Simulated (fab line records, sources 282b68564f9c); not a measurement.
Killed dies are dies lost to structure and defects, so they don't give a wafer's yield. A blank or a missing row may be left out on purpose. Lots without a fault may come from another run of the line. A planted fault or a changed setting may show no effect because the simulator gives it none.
Which tool did it? | flow rit_cmos | 14 lots, 42 wafers sampled, at 2 steps of a route of 202

WHAT THE GAUGES READ, wafer by wafer
RIT_FOX1_THK_MEAS_01. Usual: FOX1_OXIDE_THK 356 nm, standard deviation 7.4.
lot  | measured    | on            | FOX1_OXIDE_THK (nm) | flag
L890 | day 1 16:59 | film_metro-01 | 345 346 346         |
L892 | day 2 04:22 | film_metro-01 | 366 360 366         |
L893 | day 2 08:14 | film_metro-03 | 362 366 357         |
L894 | day 2 13:08 | film_metro-04 | 352 341 345         |
L895 | day 2 18:01 | film_metro-04 | 354 358 355         |
L896 | day 2 22:52 | film_metro-04 | 363 356 366         |
L898 | day 3 09:05 | film_metro-03 | 357 362 363         |
L899 | day 3 13:50 | film_metro-01 | 371 372 363         |
L901 | day 4 01:45 | film_metro-01 | 355 361 350         |
L902 | day 4 06:05 | film_metro-03 | 355 367 357         |
L903 | day 4 10:26 | film_metro-03 | 344 344 344         |
L907 | day 5 08:58 | film_metro-01 | 344 351 352         |
L909 | day 5 17:14 | film_metro-01 | 208 220 213         | OFF
L913 | day 6 12:14 | film_metro-03 | 222 215 215         | OFF

WHICH TOOL RAN EACH LOT (tool, then ch and the chambers of the sampled wafers, then the start)
lot  | RIT_FOX1_OXIDATION_00
L890 | furnace-01 ch 0, day 1 15:41
L892 | furnace-02 ch 0, day 2 03:03
L893 | furnace-02 ch 0, day 2 06:55
L894 | furnace-03 ch 0, day 2 11:49
L895 | furnace-02 ch 0, day 2 16:42
L896 | furnace-01 ch 0, day 2 21:32
L898 | furnace-02 ch 0, day 3 07:46
L899 | furnace-02 ch 0, day 3 12:31
L901 | furnace-02 ch 0, day 4 00:26
L902 | furnace-02 ch 0, day 4 04:46
L903 | furnace-01 ch 0, day 4 09:07
L907 | furnace-01 ch 0, day 5 07:38
L909 | furnace-01 ch 0, day 5 15:55
L913 | furnace-01 ch 0, day 6 10:55
- RIT_FOX1_OXIDATION_00: target thk 350.7 nm, ox time 1130 s.

WHAT THE TOOLS THEMSELVES READ (means of the sampled wafers that have a number; where no wafer has one, the mark that the record gives instead)
The record holds no such reading with a usual standard deviation.

THE ANSWER, worked out from the rows above alone
Rule: a lot is off if the mean of its wafers that have a number lies more than 3 standard deviations from the usual mean. A lot without any number at a reading at which 4 lots or more have one is off too. The other lots that the step has rows for count as sound. The gauges are gone through in route order, then the tools' own readings, and for those a lot's mean is taken as printed above. The first step at which some lot is off is used, and at that step the reading that is off furthest; a lot without a number counts as furthest.
Off: L909, L913, at RIT_FOX1_THK_MEAS_01 (FOX1_OXIDE_THK).
A tool fits if, at a process step before that reading, it ran every lot that is off, and no sound lot after the first of them. The gauges at RIT_FOX1_THK_MEAS_01 are tried like those tools. One fits: furnace-01 at RIT_FOX1_OXIDATION_00. Its last sound lot is L907 (day 5 07:38), its first lot that is off L909 (day 5 15:55): a fault that began between those two fits.

WHAT THE SIMULATOR HAD PUT IN
Process parameter drift: furnace-01, from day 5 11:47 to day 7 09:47, at RIT_FOX1_OXIDATION_00. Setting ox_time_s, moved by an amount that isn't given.
Lots struck among those shown: L909, L913. The rule above found the same.
